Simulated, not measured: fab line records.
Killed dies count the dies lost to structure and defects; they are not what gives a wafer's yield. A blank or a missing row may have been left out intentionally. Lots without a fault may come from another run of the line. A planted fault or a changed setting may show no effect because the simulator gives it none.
Which tool did it?	flow rit-cmos	42 wafers from 14 lots sampled at 2 of the route's 202 steps

## WHAT THE GAUGES READ, wafer by wafer
RIT_M1_CD_MEAS_09: target cd 2600 nm.
lot	measured	on	cd-nm (nm)
L316	day 3 17:44	cd-sem-02	2594.7 2596.7 2598.2
L317	day 3 23:08	cd-sem-02	2600.5 2602.1 2601.0
L318	day 4 02:51	cd-sem-02	2597.3 2596.7 2597.3
L319	day 4 05:37	cd-sem-02	2598.4 2600.1 2598.1
L321	day 4 22:57	cd-sem-02	2604.1 2603.0 2604.1
L322	day 5 07:01	cd-sem-02	2597.6 2597.9 2598.9
L323	day 5 07:15	cd-sem-02	2599.5 2599.9 2599.8
L324	day 5 11:52	cd-sem-02	2598.8 2597.1 2596.9
L325	day 5 19:03	cd-sem-02	2601.8 2601.2 2601.4
L331	day 7 09:50	cd-sem-02	2598.8 2598.0 2597.4
L332	day 7 19:46	cd-sem-01	2579.4 2581.0 2579.5
L334	day 7 20:05	cd-sem-02	2576.4 2577.7 2577.3
L333	day 7 20:08	cd-sem-01	2599.1 2599.6 2601.1
L337	day 8 07:04	cd-sem-02	2603.1 2604.7 2603.1

## WHAT TOOL EACH LOT RAN ON (gives the tool, then ch and the chambers of the sampled wafers, and finally the start)
lot	RIT_M1_DEVELOP_08
L316	litho-track-02 ch 0, day 3 17:00
L317	litho-track-03 ch 0, day 3 22:00
L318	litho-track-03 ch 0, day 4 02:00
L319	litho-track-04 ch 0, day 4 05:00
L321	litho-track-02 ch 0, day 4 22:00
L322	litho-track-03 ch 0, day 5 06:00
L323	litho-track-04 ch 0, day 5 07:00
L324	litho-track-02 ch 0, day 5 11:00
L325	litho-track-02 ch 0, day 5 18:00
L331	litho-track-04 ch 0, day 7 09:00
L332	litho-track-03 ch 0, day 7 19:00
L334	litho-track-03 ch 0, day 7 19:00
L333	litho-track-04 ch 0, day 7 19:00
L337	litho-track-02 ch 0, day 8 06:00
- RIT_M1_DEVELOP_08: develop time 68 s.

## AS READ BY THE TOOLS THEMSELVES (means over the sampled wafers that have a number; for cases with no such wafer, the mark the record gives instead)
RIT_M1_DEVELOP_08.
lot	tool	resist-line-temp-C (C)
L316	litho-track-02	22.85
L317	litho-track-03	23.10
L318	litho-track-03	22.94
L319	litho-track-04	23.01
L321	litho-track-02	23.03
L322	litho-track-03	23.04
L323	litho-track-04	23.01
L324	litho-track-02	23.07
L325	litho-track-02	23.01
L331	litho-track-04	23.10
L332	litho-track-03	22.95
L334	litho-track-03	23.05
L333	litho-track-04	23.09
L337	litho-track-02	23.03

## THE ANSWER, worked out from the rows above alone
Rule: the usual values come from the lots themselves. Put in order of their means at a reading, lots are off if they are a third of the lots or fewer, leave a main group of 4 or more, and stand apart from it by a gap of 3 or more times the standard deviation of the main group's means; of several such gaps the widest counts. If all means in a main group match to the digits the tables above print for the reading, that group is not used. Also off: a lot with no number at a reading for which 4 or more lots have one. All remaining lots with rows at the step are treated as sound. After the gauges, taken in route order, come the tools' own readings; for these a lot's mean is taken, as printed above. The first step at which some lot is off is used, and at that step the reading that is off furthest; a lot without a number counts as furthest.
Off: L332, L334 (RIT_M1_CD_MEAS_09, cd-nm). For the main group the mean is 2599.7 nm and the standard deviation 2.3.
A tool fits if, at a process step before that reading, it ran every lot that is off, and no sound lot after the first of them. Gauges at RIT_M1_CD_MEAS_09: tried the same way as those tools. One candidate fits, namely litho-track-03 at RIT_M1_DEVELOP_08. A fault onset in the window from L322 (day 5 06:00, its last sound lot) to L332 (day 7 19:00, its first lot off) fits.

## WHAT THE SIMULATOR HAD PUT IN
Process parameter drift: litho-track-03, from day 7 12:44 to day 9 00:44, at RIT_M1_DEVELOP_08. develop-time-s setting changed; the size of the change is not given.
Shown lots that were struck: L332, L334. The rule above reached the same finding.
